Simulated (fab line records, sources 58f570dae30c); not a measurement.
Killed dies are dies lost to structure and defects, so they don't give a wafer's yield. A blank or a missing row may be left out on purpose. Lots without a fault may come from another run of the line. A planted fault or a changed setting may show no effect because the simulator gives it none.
One fault seen from 2 desks | flow berkeley_cmos170 | each desk has only its own numbers; what lay behind them comes last

THE METROLOGY DESK
What the gauges read, lot by lot, whatever tool the lot ran on: means of the sampled wafers that have a number. A lot is out of limits, marked OUT, if its mean lies more than 4 standard deviations from the usual mean; the brackets give that distance.
Columns: A = PWELL_OVL at UCB170_PWELL_OVL_MEAS_13, usual 1 nm; B = cd_nm at UCB170_ACTIVE_CD_MEAS_13, usual 1199.7 nm; C = SPACER_TEOS_THK at UCB170_SPACER_THK_MEAS_01, usual 375 nm; D = M3_BOW at UCB170_M3_BOW_MEAS_20, usual 36 um
lot  | first seen here | A  | B      | C              | D
L783 | day 3 08:58     | 1  | 1197.4 | 371            | 30
L784 | day 3 09:20     | 7  | 1198.3 | 370            | 31
L785 | day 3 14:33     | 6  | 1199.0 | 376            | 29
L788 | day 4 01:31     | -3 | 1199.2 | 416 (+8.6) OUT | 37
L787 | day 4 01:47     | -5 | 1200.6 | 376            | 41
L790 | day 4 12:03     | -4 | 1201.6 | 423 (+10) OUT  | 43
L797 | day 6 05:26     | 1  | 1198.7 | 375            | 36
L798 | day 6 10:10     | -1 | 1202.7 | 372            | 41
L799 | day 6 10:23     | -2 | 1199.3 | 378            | 36
L803 | day 7 01:34     | 6  | 1195.9 | 371            | 42
L802 | day 7 01:49     | 1  | 1200.9 | 371            | 33
L805 | day 7 07:08     | -0 | 1200.9 | 375            | 40
L804 | day 7 07:52     | -5 | 1198.4 | 372            | 41
L806 | day 7 15:08     | 10 | 1198.5 | 374            | 36
This desk's finding: out of limits on L788, L790; first on L788, day 7 14:40 (SPACER_TEOS_THK at UCB170_SPACER_THK_MEAS_01). In limits: L783, L784, L785, L787, L797, L798, L799, L803, L802, L805, L804, L806.

THE TOOL OWNER'S DESK: pecvd-04
The tool's own readings at UCB170_SPACER_CVD_00 (deposits SiO2 from TEOS/O2, target thk 376 nm, time 47 s): means of the sampled wafers that have a number, for each lot that ran on this tool. A lot is out of limits, marked OUT, if its mean lies more than 4 standard deviations from the usual mean; the brackets give that distance.
Columns: A = heater_power_w at UCB170_SPACER_CVD_00, usual 245 W; B = pressure_mtorr at UCB170_SPACER_CVD_00, usual 9002 mTorr; C = rf_fwd_power_W at UCB170_SPACER_CVD_00, usual 543.2 W
lot  | first seen here | A   | B    | C
L783 | day 6 19:49     | 225 | 9009 | 541.7
L785 | day 7 04:35     | 260 | 8992 | 543.3
L788 | day 7 14:38     | 163 | 9014 | 764.4 (+99 or more) OUT
L790 | day 7 21:35     | 167 | 8989 | 764.7 (+99 or more) OUT
L802 | day 10 16:49    | 233 | 8990 | 542.9
This desk's finding: out of limits on L788, L790; first on L788, day 7 14:38 (rf_fwd_power_W at UCB170_SPACER_CVD_00). In limits: L783, L785, L802.

PUT TOGETHER
The tool owner's desk could have raised an alarm at day 7 14:38, on L788, L790.
The metrology desk could have raised an alarm at day 7 14:40, on L788, L790.
Of the lots named, all ran UCB170_SPACER_CVD_00 on pecvd-04.

WHAT THE SIMULATOR HAD PUT IN
Process parameter drift: pecvd-04, from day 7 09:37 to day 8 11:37, at UCB170_SPACER_CVD_00. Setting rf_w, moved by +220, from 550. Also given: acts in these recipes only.
Lots struck among those shown: L788, L790.
Hours from the fault's start to each desk's first reading out of limits: the tool owner's desk, 5; the metrology desk, 5.
